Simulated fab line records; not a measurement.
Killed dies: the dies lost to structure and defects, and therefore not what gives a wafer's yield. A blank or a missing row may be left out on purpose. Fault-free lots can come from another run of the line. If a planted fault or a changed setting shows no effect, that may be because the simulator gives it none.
fab line records :: flow berkeley-cmos170 :: part 2 of 2: steps 29 to 39 of 39
record:
  lots: 5
  wafers: 15
  last-day: 11
route steps=331 shown M2@289 V2@292 M3@309
lots that met no fault: from a run of the same line without faults
start-h: start of the lot's first displayed wafer, in hours after the record's first day :: wait-h: how many hours have passed since the lot's step before this one :: " repeats the value in the row above :: L1.1+2: several wafers, shown together as one row :: - either no value or no given start :: * or withheld: withheld :: < > ~ a bound
route shown NAME@n: a module of which the file shows steps, and the number in the route of the first :: usual: mean/standard deviation taken from wafers without a fault :: same: alike in all rows :: chamber/n: place in a boat :: sites: the reading at each site :: _std_site: their standard deviation :: _edge_site: outer sites' mean less inner sites' :: radius-mm: for every site, how far away it sits from the centre of the wafer :: mask NAME#n: copy n :: behind: the tool/chamber that last shaped the wafer :: hold: the reason the lot was held/the length of the hold in hours/how it ended :: device: which transistor (n, p or np) failed to switch :: end of line: tests run on the same wafers once the route is complete :: a step without rows: its recipe alone :: killed: dies that structure and defects cost at the first sort, which is not the same as the wafer's yield :: map: the dies of a wafer, with x for killed, . for not killed, _ for no die there
set.NAME: the setting that was run; set.NAME@STEP: the one run at that earlier step :: model.NAME: the simulator's own value behind a step, which no gauge read
lots at selected steps of the route; one table per step, one row per wafer
services: from which hour (start-h, from the record's first day; less than 0 if before it) a tool's chamber was out of use, for how many hours, and why
== steps ==
step: UCB170_M3_STRIP_08
recipe:
  chemistry: DMSO
  temp-c: 80
  time-s: 600
  material: KrF
usual:
  temp-c: 80.01/0.13
lot.wafer: L078.3
tool: wet-bench-03
chamber: 3
start-h: 187.30
wait-h: 0.0
temp-c: 79.90

lot.wafer: L078.4
tool: wet-bench-03
chamber: 3
start-h: 187.30
wait-h: 0.0
temp-c: 79.86

lot.wafer: L078.5
tool: wet-bench-03
chamber: 3
start-h: 187.30
wait-h: 0.0
temp-c: 80.06

lot.wafer: L087.1
tool: wet-bench-01
chamber: 3
start-h: 233.06
wait-h: 0.1
temp-c: 80.16

lot.wafer: L087.5
tool: wet-bench-01
chamber: 3
start-h: 233.06
wait-h: 0.1
temp-c: 80.07

lot.wafer: L087.6
tool: wet-bench-01
chamber: 3
start-h: 233.06
wait-h: 0.1
temp-c: 79.90

lot.wafer: L089.1
tool: wet-bench-01
chamber: 1
start-h: 244.82
wait-h: 0.2
temp-c: 80.08

lot.wafer: L089.3
tool: wet-bench-01
chamber: 1
start-h: 244.82
wait-h: 0.2
temp-c: 80.13

lot.wafer: L089.5
tool: wet-bench-01
chamber: 1
start-h: 244.82
wait-h: 0.2
temp-c: 80.07

lot.wafer: L091.3
tool: wet-bench-04
chamber: 1
start-h: 248.46
wait-h: 0.0
temp-c: 80.03

lot.wafer: L091.5
tool: wet-bench-04
chamber: 1
start-h: 248.46
wait-h: 0.0
temp-c: 79.99

lot.wafer: L091.6
tool: wet-bench-04
chamber: 1
start-h: 248.46
wait-h: 0.0
temp-c: 80.25

lot.wafer: L093.1
tool: wet-bench-04
chamber: 2
start-h: 261.54
wait-h: 0.1
temp-c: 79.82

lot.wafer: L093.3
tool: wet-bench-04
chamber: 2
start-h: 261.54
wait-h: 0.1
temp-c: 79.87

lot.wafer: L093.4
tool: wet-bench-04
chamber: 2
start-h: 261.54
wait-h: 0.1
temp-c: 79.99
step: UCB170_M3_COAT_09
recipe:
  resist: BARC
  temp-c: withheld
  time-s: withheld
  spin-rpm: 3000
  resist-thk-nm: withheld
lot.wafer: L078.3+4+5
tool: litho-track-02
chamber: 0
start-h: 187.82
wait-h: 0.3

lot.wafer: L087.1+5+6
tool: litho-track-03
chamber: 0
start-h: 233.24
wait-h: 0.0

lot.wafer: L089.1+3+5
tool: litho-track-02
chamber: 0
start-h: 245.44
wait-h: 0.4

lot.wafer: L091.3+5+6
tool: litho-track-02
chamber: 0
start-h: 248.72
wait-h: 0.1

lot.wafer: L093.1+3+4
tool: litho-track-02
chamber: 0
start-h: 261.93
wait-h: 0.2
step: UCB170_M3_COAT_10
recipe:
  resist: KrF
  spin-rpm: 1500
  resist-thk-nm: 900
lot.wafer: L078.3+4+5
tool: litho-track-02
chamber: 0
start-h: -
wait-h: -

lot.wafer: L087.1+5+6
tool: litho-track-03
chamber: 0
start-h: -
wait-h: -

lot.wafer: L089.1+3+5
tool: litho-track-02
chamber: 0
start-h: -
wait-h: -

lot.wafer: L091.3+5+6
tool: litho-track-02
chamber: 0
start-h: -
wait-h: -

lot.wafer: L093.1+3+4
tool: litho-track-02
chamber: 0
start-h: -
wait-h: -
step: UCB170_M3_SOFTBAKE_11
recipe:
  resist: KrF
  temp-c: 130
  time-s: 60
lot.wafer: L078.3+4+5
tool: litho-track-02
chamber: 0
start-h: -
wait-h: -

lot.wafer: L087.1+5+6
tool: litho-track-03
chamber: 0
start-h: -
wait-h: -

lot.wafer: L089.1+3+5
tool: litho-track-02
chamber: 0
start-h: -
wait-h: -

lot.wafer: L091.3+5+6
tool: litho-track-02
chamber: 0
start-h: -
wait-h: -

lot.wafer: L093.1+3+4
tool: litho-track-02
chamber: 0
start-h: -
wait-h: -
step: UCB170_M3_EXPOSE_12
recipe:
  mask-id: METAL3
  target-cd-nm: 700
  na: 0.5
  sigma-outer: 0.6
  source-shape: conventional
  dose-mj: 26
usual:
  focus-offset-nm: 0.1/0.62
lot.wafer: L078.3
tool: krf-scanner-02
chamber: 0
start-h: 188.26
wait-h: -
mask: METAL3#0
focus-offset-nm: -0.3

lot.wafer: L078.4
tool: krf-scanner-02
chamber: 0
start-h: 188.26
wait-h: -
mask: METAL3#0
focus-offset-nm: 0.9

lot.wafer: L078.5
tool: krf-scanner-02
chamber: 0
start-h: 188.26
wait-h: -
mask: METAL3#0
focus-offset-nm: 0.6

lot.wafer: L087.1
tool: krf-scanner-01
chamber: 0
start-h: 233.81
wait-h: -
mask: METAL3#0
focus-offset-nm: 0.6

lot.wafer: L087.5
tool: krf-scanner-01
chamber: 0
start-h: 233.81
wait-h: -
mask: METAL3#0
focus-offset-nm: 0.3

lot.wafer: L087.6
tool: krf-scanner-01
chamber: 0
start-h: 233.81
wait-h: -
mask: METAL3#0
focus-offset-nm: 0.1

lot.wafer: L089.1
tool: krf-scanner-02
chamber: 0
start-h: 245.89
wait-h: -
mask: METAL3#0
focus-offset-nm: 0.5

lot.wafer: L089.3
tool: krf-scanner-02
chamber: 0
start-h: 245.89
wait-h: -
mask: METAL3#0
focus-offset-nm: 0.3

lot.wafer: L089.5
tool: krf-scanner-02
chamber: 0
start-h: 245.89
wait-h: -
mask: METAL3#0
focus-offset-nm: 0.8

lot.wafer: L091.3
tool: krf-scanner-01
chamber: 0
start-h: 249.33
wait-h: -
mask: METAL3#0
focus-offset-nm: -0.1

lot.wafer: L091.5
tool: krf-scanner-01
chamber: 0
start-h: 249.33
wait-h: -
mask: METAL3#0
focus-offset-nm: 0.3

lot.wafer: L091.6
tool: krf-scanner-01
chamber: 0
start-h: 249.33
wait-h: -
mask: METAL3#0
focus-offset-nm: 0.1

lot.wafer: L093.1
tool: krf-scanner-02
chamber: 0
start-h: 262.50
wait-h: -
mask: METAL3#0
focus-offset-nm: -1.1

lot.wafer: L093.3
tool: krf-scanner-02
chamber: 0
start-h: 262.50
wait-h: -
mask: METAL3#0
focus-offset-nm: 0.0

lot.wafer: L093.4
tool: krf-scanner-02
chamber: 0
start-h: 262.50
wait-h: -
mask: METAL3#0
focus-offset-nm: -0.7
step: UCB170_M3_PEB_13
recipe:
  peb-temp-c: 130
  peb-time-s: withheld
  resist: KrF
lot.wafer: L078.3+4+5
tool: litho-track-04
chamber: 0
start-h: 188.75
wait-h: 0.5

lot.wafer: L087.1+5+6
tool: litho-track-03
chamber: 0
start-h: 233.93
wait-h: 0.1

lot.wafer: L089.1+3+5
tool: litho-track-03
chamber: 0
start-h: 246.03
wait-h: 0.1

lot.wafer: L091.3+5+6
tool: litho-track-04
chamber: 0
start-h: 249.62
wait-h: 0.3

lot.wafer: L093.1+3+4
tool: litho-track-02
chamber: 0
start-h: 262.62
wait-h: 0.1
step: UCB170_M3_DEVELOP_14
recipe:
  developer: TMAH
  develop-time-s: 45
  resist: KrF
  dev-temp-c: 21
lot.wafer: L078.3+4+5
tool: litho-track-04
chamber: 0
start-h: -
wait-h: -

lot.wafer: L087.1+5+6
tool: litho-track-03
chamber: 0
start-h: -
wait-h: -

lot.wafer: L089.1+3+5
tool: litho-track-03
chamber: 0
start-h: -
wait-h: -

lot.wafer: L091.3+5+6
tool: litho-track-04
chamber: 0
start-h: -
wait-h: -

lot.wafer: L093.1+3+4
tool: litho-track-02
chamber: 0
start-h: -
wait-h: -
step: UCB170_M3_CD_MEAS_15
recipe:
  target-cd-nm: 700
usual:
  cd-nm: 699.7/1.4
lot.wafer: L078.3
tool: cd-sem-01
chamber: -
start-h: 189.01
wait-h: -
cd-nm: 702.7

lot.wafer: L078.4
tool: cd-sem-01
chamber: -
start-h: 189.01
wait-h: -
cd-nm: 702.4

lot.wafer: L078.5
tool: cd-sem-01
chamber: -
start-h: 189.01
wait-h: -
cd-nm: 702.9

lot.wafer: L087.1
tool: cd-sem-02
chamber: -
start-h: 234.21
wait-h: -
cd-nm: 699.5

lot.wafer: L087.5
tool: cd-sem-02
chamber: -
start-h: 234.21
wait-h: -
cd-nm: 698.4

lot.wafer: L087.6
tool: cd-sem-02
chamber: -
start-h: 234.21
wait-h: -
cd-nm: 700.5

lot.wafer: L089.1
tool: cd-sem-02
chamber: -
start-h: 246.30
wait-h: -
cd-nm: 699.6

lot.wafer: L089.3
tool: cd-sem-02
chamber: -
start-h: 246.30
wait-h: -
cd-nm: 701.0

lot.wafer: L089.5
tool: cd-sem-02
chamber: -
start-h: 246.30
wait-h: -
cd-nm: 700.6

lot.wafer: L091.3
tool: cd-sem-02
chamber: -
start-h: 249.88
wait-h: -
cd-nm: 702.2

lot.wafer: L091.5
tool: cd-sem-02
chamber: -
start-h: 249.88
wait-h: -
cd-nm: 700.9

lot.wafer: L091.6
tool: cd-sem-02
chamber: -
start-h: 249.88
wait-h: -
cd-nm: 702.1

lot.wafer: L093.1
tool: cd-sem-02
chamber: -
start-h: 262.93
wait-h: -
cd-nm: 699.5

lot.wafer: L093.3
tool: cd-sem-02
chamber: -
start-h: 262.93
wait-h: -
cd-nm: 699.9

lot.wafer: L093.4
tool: cd-sem-02
chamber: -
start-h: 262.93
wait-h: -
cd-nm: 699.4
step: UCB170_M3_OVL_MEAS_16
usual:
  M3_OVL: 0/6.8
lot.wafer: L078.3
tool: overlay-02
chamber: -
start-h: 189.10
wait-h: 0.1
M3_OVL[nm]: 0

lot.wafer: L078.4
tool: overlay-02
chamber: -
start-h: 189.10
wait-h: 0.1
M3_OVL[nm]: 2

lot.wafer: L078.5
tool: overlay-02
chamber: -
start-h: 189.10
wait-h: 0.1
M3_OVL[nm]: 3

lot.wafer: L087.1
tool: overlay-02
chamber: -
start-h: 234.33
wait-h: 0.1
M3_OVL[nm]: -3

lot.wafer: L087.5
tool: overlay-02
chamber: -
start-h: 234.33
wait-h: 0.1
M3_OVL[nm]: -2

lot.wafer: L087.6
tool: overlay-02
chamber: -
start-h: 234.33
wait-h: 0.1
M3_OVL[nm]: -15

lot.wafer: L089.1
tool: overlay-02
chamber: -
start-h: 246.42
wait-h: 0.1
M3_OVL[nm]: -12

lot.wafer: L089.3
tool: overlay-02
chamber: -
start-h: 246.42
wait-h: 0.1
M3_OVL[nm]: -10

lot.wafer: L089.5
tool: overlay-02
chamber: -
start-h: 246.42
wait-h: 0.1
M3_OVL[nm]: -13

lot.wafer: L091.3
tool: overlay-01
chamber: -
start-h: 249.98
wait-h: 0.1
M3_OVL[nm]: 13

lot.wafer: L091.5
tool: overlay-01
chamber: -
start-h: 249.98
wait-h: 0.1
M3_OVL[nm]: 12

lot.wafer: L091.6
tool: overlay-01
chamber: -
start-h: 249.98
wait-h: 0.1
M3_OVL[nm]: 9

lot.wafer: L093.1
tool: overlay-01
chamber: -
start-h: 263.05
wait-h: 0.1
M3_OVL[nm]: -1

lot.wafer: L093.3
tool: overlay-01
chamber: -
start-h: 263.05
wait-h: 0.1
M3_OVL[nm]: 2

lot.wafer: L093.4
tool: overlay-01
chamber: -
start-h: 263.05
wait-h: 0.1
M3_OVL[nm]: -3
step: UCB170_M3_ETCH_17
recipe:
  chemistry: N2/H2
  target-depth-a: withheld
  overetch-a: withheld
  target: BARC
  time-s: withheld
  source-w: 500
  bias-w: 100
  pressure-mtorr: 30
  n2-flow-sccm: 100
  h2-flow-sccm: 200
usual:
  drypump-motor-current-A: 5.8/0.35
  oes-product-au: 1.000/0.013
  throttle-valve-pct: 13.31/0.16
lot.wafer: L078.3
tool: rie-diel-03
chamber: 2
start-h: 189.13
wait-h: 0.0
drypump-motor-current-A: 6.0
oes-product-au: 0.981
throttle-valve-pct: 13.05

lot.wafer: L078.4
tool: rie-diel-03
chamber: 1
start-h: 189.13
wait-h: 0.0
drypump-motor-current-A: 5.5
oes-product-au: 0.985
throttle-valve-pct: 13.46

lot.wafer: L078.5
tool: rie-diel-03
chamber: 0
start-h: 189.13
wait-h: 0.0
drypump-motor-current-A: 5.5
oes-product-au: 0.987
throttle-valve-pct: 13.52

lot.wafer: L087.1
tool: rie-diel-02
chamber: 3
start-h: 234.36
wait-h: 0.0
drypump-motor-current-A: 6.4
oes-product-au: 0.988
throttle-valve-pct: 13.42

lot.wafer: L087.5
tool: rie-diel-02
chamber: 1
start-h: 234.36
wait-h: 0.0
drypump-motor-current-A: 5.5
oes-product-au: 1.001
throttle-valve-pct: 13.46

lot.wafer: L087.6
tool: rie-diel-02
chamber: 2
start-h: 234.36
wait-h: 0.0
drypump-motor-current-A: 5.5
oes-product-au: 1.004
throttle-valve-pct: 13.14

lot.wafer: L089.1
tool: rie-diel-03
chamber: 1
start-h: 246.46
wait-h: 0.0
drypump-motor-current-A: 5.5
oes-product-au: 0.984
throttle-valve-pct: 13.47

lot.wafer: L089.3
tool: rie-diel-03
chamber: 3
start-h: 246.46
wait-h: 0.0
drypump-motor-current-A: 5.3
oes-product-au: 1.002
throttle-valve-pct: 13.25

lot.wafer: L089.5
tool: rie-diel-03
chamber: 2
start-h: 246.46
wait-h: 0.0
drypump-motor-current-A: 6.0
oes-product-au: 0.982
throttle-valve-pct: 13.05

lot.wafer: L091.3
tool: rie-diel-02
chamber: 1
start-h: 250.00
wait-h: 0.0
drypump-motor-current-A: 5.5
oes-product-au: 1.003
throttle-valve-pct: 13.47

lot.wafer: L091.5
tool: rie-diel-02
chamber: 0
start-h: 250.00
wait-h: 0.0
drypump-motor-current-A: 6.0
oes-product-au: 0.995
throttle-valve-pct: 13.40

lot.wafer: L091.6
tool: rie-diel-02
chamber: 3
start-h: 250.00
wait-h: 0.0
drypump-motor-current-A: 6.3
oes-product-au: 0.988
throttle-valve-pct: 13.42

lot.wafer: L093.1
tool: rie-diel-02
chamber: 0
start-h: 263.08
wait-h: 0.0
drypump-motor-current-A: 6.0
oes-product-au: 1.013
throttle-valve-pct: 13.41

lot.wafer: L093.3
tool: rie-diel-02
chamber: 3
start-h: 263.08
wait-h: 0.0
drypump-motor-current-A: 6.3
oes-product-au: 0.991
throttle-valve-pct: 13.41

lot.wafer: L093.4
tool: rie-diel-02
chamber: 1
start-h: 263.08
wait-h: 0.0
drypump-motor-current-A: 5.5
oes-product-au: 0.994
throttle-valve-pct: 13.46
step: UCB170_M3_METAL_ETCH_18
recipe:
  chemistry: Cl2/BCl3
  target: Al
  stop-on: SiO2
  pressure-mtorr: 12
  target-depth-a: 11700
  over-etch-frac: 0.3
  time-s: 195
  icp-w: 600
  bias-w: 120
  Cl2_flow_sccm: 90
  bcl3-flow-sccm: 45
usual:
  bcl3-flow-sccm: 45.01/0.16
  drypump-motor-current-A: 6.0/0.54
  oes-product-au: 0.853/0.0083
  throttle-valve-pct: 24.4/0.41
same:
  over-etch-frac: 0.3
lot.wafer: L078.3
tool: rie-metal-02
chamber: 0
start-h: 189.23
wait-h: -
bcl3-flow-sccm: 44.96
drypump-motor-current-A: 6.4
oes-product-au: 0.856
rf-hours-counter-h: -
throttle-valve-pct: 25.0

lot.wafer: L078.4
tool: rie-metal-02
chamber: 1
start-h: 189.23
wait-h: -
bcl3-flow-sccm: 44.96
drypump-motor-current-A: 5.4
oes-product-au: 0.853
rf-hours-counter-h: -
throttle-valve-pct: 24.0

lot.wafer: L078.5
tool: rie-metal-02
chamber: 0
start-h: 189.23
wait-h: -
bcl3-flow-sccm: 44.75
drypump-motor-current-A: 6.4
oes-product-au: 0.840
rf-hours-counter-h: -
throttle-valve-pct: 25.0

lot.wafer: L087.1
tool: rie-metal-02
chamber: 0
start-h: 234.40
wait-h: -
bcl3-flow-sccm: 44.97
drypump-motor-current-A: 6.4
oes-product-au: 0.854
rf-hours-counter-h: 11
throttle-valve-pct: 25.0

lot.wafer: L087.5
tool: rie-metal-02
chamber: 0
start-h: 234.40
wait-h: -
bcl3-flow-sccm: 44.82
drypump-motor-current-A: 6.4
oes-product-au: 0.842
rf-hours-counter-h: -
throttle-valve-pct: 25.1

lot.wafer: L087.6
tool: rie-metal-02
chamber: 1
start-h: 234.40
wait-h: -
bcl3-flow-sccm: 45.22
drypump-motor-current-A: 5.4
oes-product-au: 0.849
rf-hours-counter-h: -
throttle-valve-pct: 24.0

lot.wafer: L089.1
tool: rie-metal-01
chamber: 1
start-h: 246.50
wait-h: -
bcl3-flow-sccm: 44.90
drypump-motor-current-A: 5.8
oes-product-au: 0.839
rf-hours-counter-h: 2
throttle-valve-pct: 24.8

lot.wafer: L089.3
tool: rie-metal-01
chamber: 1
start-h: 246.50
wait-h: -
bcl3-flow-sccm: 44.84
drypump-motor-current-A: 5.9
oes-product-au: 0.849
rf-hours-counter-h: -
throttle-valve-pct: 24.8

lot.wafer: L089.5
tool: rie-metal-01
chamber: 0
start-h: 246.50
wait-h: -
bcl3-flow-sccm: 45.13
drypump-motor-current-A: 5.1
oes-product-au: 0.849
rf-hours-counter-h: -
throttle-valve-pct: 24.6

lot.wafer: L091.3
tool: rie-metal-03
chamber: 0
start-h: 250.10
wait-h: -
bcl3-flow-sccm: 45.19
drypump-motor-current-A: 6.1
oes-product-au: 0.860
rf-hours-counter-h: -
throttle-valve-pct: 24.0

lot.wafer: L091.5
tool: rie-metal-03
chamber: 0
start-h: 250.10
wait-h: -
bcl3-flow-sccm: 45.12
drypump-motor-current-A: 6.1
oes-product-au: 0.850
rf-hours-counter-h: -
throttle-valve-pct: 24.0

lot.wafer: L091.6
tool: rie-metal-03
chamber: 1
start-h: 250.10
wait-h: -
bcl3-flow-sccm: 45.21
drypump-motor-current-A: 6.6
oes-product-au: 0.840
rf-hours-counter-h: -
throttle-valve-pct: 24.1

lot.wafer: L093.1
tool: rie-metal-02
chamber: 1
start-h: 263.13
wait-h: -
bcl3-flow-sccm: 44.88
drypump-motor-current-A: 5.4
oes-product-au: 0.861
rf-hours-counter-h: 9
throttle-valve-pct: 24.0

lot.wafer: L093.3
tool: rie-metal-02
chamber: 0
start-h: 263.13
wait-h: -
bcl3-flow-sccm: 44.97
drypump-motor-current-A: 6.4
oes-product-au: 0.840
rf-hours-counter-h: -
throttle-valve-pct: 25.0

lot.wafer: L093.4
tool: rie-metal-02
chamber: 1
start-h: 263.13
wait-h: -
bcl3-flow-sccm: 45.04
drypump-motor-current-A: 5.4
oes-product-au: 0.837
rf-hours-counter-h: -
throttle-valve-pct: 24.0
== services ==
tool: rie-diel-03
chamber: 0
start-h: 162.65
hours: 1.4
kind: repair

tool: cmp-01
chamber: -
start-h: 162.83
hours: 1.0
kind: repair

tool: rie-metal-03
chamber: 0
start-h: 168.75
hours: 7.5
kind: repair

tool: rie-diel-04
chamber: 1
start-h: 172.90
hours: 39.9
kind: repair

tool: krf-scanner-01
chamber: -
start-h: 174.40
hours: 3.4
kind: repair

tool: krf-scanner-02
chamber: -
start-h: 182.44
hours: 1.3
kind: pm

tool: rie-metal-01
chamber: 1
start-h: 187.98
hours: 8.1
kind: repair

tool: plasma-asher-02
chamber: -
start-h: 199.51
hours: 5.9
kind: repair

tool: pvd-sputter-02
chamber: -
start-h: 200.96
hours: 2.4
kind: repair

tool: pecvd-04
chamber: 0
start-h: 201.73
hours: 3.3
kind: repair

tool: rie-metal-02
chamber: -
start-h: 207.72
hours: 0.2
kind: repair

tool: rie-diel-03
chamber: -
start-h: 218.63
hours: 4.0
kind: pm

tool: krf-scanner-01
chamber: -
start-h: 218.90
hours: 1.0
kind: pm

tool: rie-metal-03
chamber: 0
start-h: 219.78
hours: 6.5
kind: repair

tool: cmp-01
chamber: -
start-h: 224.72
hours: 0.5
kind: repair

tool: krf-scanner-02
chamber: -
start-h: 225.40
hours: 0.2
kind: repair

tool: cmp-01
chamber: -
start-h: 225.73
hours: 1.7
kind: repair

tool: cmp-01
chamber: -
start-h: 232.00
hours: 4.0
kind: pm

tool: krf-scanner-01
chamber: -
start-h: 233.00
hours: 0.5
kind: repair

tool: rie-diel-03
chamber: 0
start-h: 233.42
hours: 36.3
kind: repair

tool: rie-diel-02
chamber: 2
start-h: 241.70
hours: 4.5
kind: repair

tool: cmp-01
chamber: -
start-h: 244.07
hours: 2.5
kind: repair

tool: pecvd-04
chamber: -
start-h: 244.42
hours: 0.4
kind: repair

tool: krf-scanner-01
chamber: -
start-h: 262.52
hours: 1.5
kind: repair
